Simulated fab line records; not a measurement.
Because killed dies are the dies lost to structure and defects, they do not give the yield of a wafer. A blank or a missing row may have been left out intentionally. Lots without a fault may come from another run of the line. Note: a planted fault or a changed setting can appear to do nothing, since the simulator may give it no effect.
Which tool did it? | flow berkeleyCmos170 | 14 lots with 42 wafers sampled at 4 steps, on a route of 331 steps

## WHAT THE GAUGES READ, wafer by wafer
UCB170_START_THK_MEAS_03.
lot  | measured    | on           | START_OXIDE_THK (nm)
L980 | day 1 13:14 | filmMetro-01 | 20.00 20.33 20.34
L981 | day 1 20:46 | filmMetro-04 | 20.59 20.11 20.27
L982 | day 1 22:24 | filmMetro-01 | 19.92 19.72 20.10
L983 | day 2 05:03 | filmMetro-02 | 19.64 19.93 19.75
L984 | day 2 09:50 | filmMetro-04 | 20.07 20.03 20.12
L986 | day 2 19:19 | filmMetro-04 | 20.35 20.02 19.93
L987 | day 2 23:58 | filmMetro-01 | 19.87 20.24 20.12
L988 | day 3 07:34 | filmMetro-02 | 20.03 19.59 20.08
L990 | day 3 16:15 | filmMetro-02 | 20.20 20.45 20.45
L992 | day 4 02:49 | filmMetro-04 | 19.72 19.62 19.64
L994 | day 4 13:50 | filmMetro-04 | 20.10 19.76 19.65
L998 | day 5 11:16 | filmMetro-02 | 20.04 20.01 19.99
L102 | day 6 06:03 | filmMetro-01 | 19.98 19.87 20.49
L103 | day 6 09:13 | filmMetro-02 | 19.91 19.62 19.66

UCB170_WELLDRIVE_THK_MEAS_02.
lot  | measured    | on           | WELLDRIVE_OXIDE_THK (nm)
L980 | day 3 09:53 | filmMetro-02 | 199 198 197
L981 | day 3 14:48 | filmMetro-03 | 197 197 195
L982 | day 3 14:46 | filmMetro-03 | 199 202 200
L983 | day 3 23:26 | filmMetro-03 | 203 203 203
L984 | day 3 23:28 | filmMetro-02 | 197 197 197
L986 | day 4 15:20 | filmMetro-03 | 202 199 201
L987 | day 5 02:55 | filmMetro-03 | 195 195 195
L988 | day 5 09:45 | filmMetro-02 | 198 201 201
L990 | day 5 13:11 | filmMetro-02 | 196 196 196
L992 | day 6 03:12 | filmMetro-03 | 198 196 194
L994 | day 6 08:07 | filmMetro-03 | 198 192 195
L998 | day 7 15:14 | filmMetro-03 | 198 196 195
L102 | day 8 19:08 | filmMetro-03 | 193 194 196
L103 | day 8 14:40 | filmMetro-04 | 195 195 197

UCB170_NLDD_CD_MEAS_06 targets a cd of 1200 nm.
lot  | measured     | on       | cdNm (nm)
L980 | day 6 05:35  | cdSem-01 | 1199.9 1201.1 1201.7
L981 | day 6 06:12  | cdSem-01 | 1198.8 1199.0 1198.8
L982 | day 6 05:38  | cdSem-02 | 1198.8 1198.5 1198.3
L983 | day 6 15:04  | cdSem-01 | 1199.0 1200.3 1200.5
L984 | day 6 16:01  | cdSem-02 | 1199.8 1199.3 1201.8
L986 | day 7 11:26  | cdSem-02 | 1198.6 1199.7 1198.7
L987 | day 8 00:14  | cdSem-02 | 1198.6 1197.5 1199.0
L988 | day 8 10:52  | cdSem-02 | 1201.1 1201.1 1200.3
L990 | day 8 10:47  | cdSem-02 | 1200.9 1200.1 1200.2
L992 | day 9 00:56  | cdSem-01 | 1199.7 1196.6 1198.3
L994 | day 9 07:30  | cdSem-01 | 1199.7 1199.7 1199.7
L998 | day 10 13:16 | cdSem-01 | 1197.7 1198.6 1197.4
L102 | day 11 11:32 | cdSem-01 | 1238.0 1238.0 1237.7
L103 | day 11 11:49 | cdSem-01 | 1237.4 1237.3 1237.2

## TOOL THAT RAN EACH LOT (tool first, then ch and the chambers of the sampled wafers, then the start)
lot  | UCB170_NLDD_PEB_04
L980 | lithoTrack-02 ch 0, day 6 05:19
L981 | lithoTrack-04 ch 0, day 6 05:52
L982 | lithoTrack-04 ch 0, day 6 05:00
L983 | lithoTrack-02 ch 0, day 6 14:48
L984 | lithoTrack-03 ch 0, day 6 15:45
L986 | lithoTrack-04 ch 0, day 7 11:10
L987 | lithoTrack-03 ch 0, day 7 23:57
L988 | lithoTrack-04 ch 0, day 8 10:26
L990 | lithoTrack-03 ch 0, day 8 10:26
L992 | lithoTrack-04 ch 0, day 9 00:40
L994 | lithoTrack-03 ch 0, day 9 07:14
L998 | lithoTrack-03 ch 0, day 10 12:59
L102 | lithoTrack-04 ch 0, day 11 11:16
L103 | lithoTrack-04 ch 0, day 11 11:32
- UCB170_NLDD_PEB_04

## WHAT THE TOOLS THEMSELVES READ (means of the sampled wafers that have a number; where no wafer has one, the mark that the record gives instead)
UCB170_NLDD_PEB_04.
lot  | tool          | heaterPowerTotalW (W) | plateTempC (C)
L980 | lithoTrack-02 | 56.84                 | 129.87
L981 | lithoTrack-04 | 56.75                 | 130.30
L982 | lithoTrack-04 | 56.81                 | 130.07
L983 | lithoTrack-02 | 56.82                 | 129.97
L984 | lithoTrack-03 | 56.80                 | 130.06
L986 | lithoTrack-04 | 56.75                 | 129.96
L987 | lithoTrack-03 | 56.80                 | 129.92
L988 | lithoTrack-04 | 56.82                 | 130.10
L990 | lithoTrack-03 | 56.77                 | 130.10
L992 | lithoTrack-04 | 56.80                 | 130.18
L994 | lithoTrack-03 | 56.76                 | 130.05
L998 | lithoTrack-03 | 56.83                 | 130.18
L102 | lithoTrack-04 | 61.27                 | 137.88
L103 | lithoTrack-04 | 61.26                 | 137.76

## THE ANSWER, worked out from the rows above alone
Rule: usual is defined by the lots themselves. The widest of any qualifying gaps counts: lots, ordered by their means at a reading, are off when they make up no more than a third of the lots, leave a main group of 4 or more, and stand apart from it by 3 or more times the standard deviation of that group's means. The tables above print the reading to a certain number of digits; a main group whose means all agree to those digits is not used. A lot without any number at a reading at which 4 lots or more have one is off too. The other lots that the step has rows for count as sound. Order of review: gauges by route order, followed by the tools' own readings, for which a lot's mean as printed above is used. The first step at which some lot is off is used, and at that step the reading that is off furthest; a lot without a number counts as furthest.
Off at UCB170_NLDD_CD_MEAS_06 (cdNm): L102, L103. For the main group the mean is 1199.4 nm and the standard deviation 1.
If a tool, at a process step before that reading, ran all the lots that are off and no sound lot after the first of them, it fits. The gauges at UCB170_NLDD_CD_MEAS_06 aren't tried: what is off there is off at UCB170_NLDD_PEB_04 too, on other tools, and a gauge's error can't cause that. One fits: UCB170_NLDD_PEB_04 on lithoTrack-04. Its last sound lot is L992 (day 9 00:40), its first lot that is off L102 (day 11 11:16): a fault that began between those two fits.
The tool's own readings at UCB170_NLDD_PEB_04 bear it out: on the lots that are off they differ by more than 5 times the standard deviation of the sound lots' means. heaterPowerTotalW reads 61.27 W there against 56.80 W on the sound lots; plateTempC reads 137.82 C there against 130.06 C on the sound lots.

## WHAT HAD BEEN PUT IN BY THE SIMULATOR
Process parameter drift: lithoTrack-04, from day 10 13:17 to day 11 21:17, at UCB170_NLDD_PEB_04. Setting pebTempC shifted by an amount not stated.
Lots struck among those shown: L102, L103. This agrees with what the rule above found.
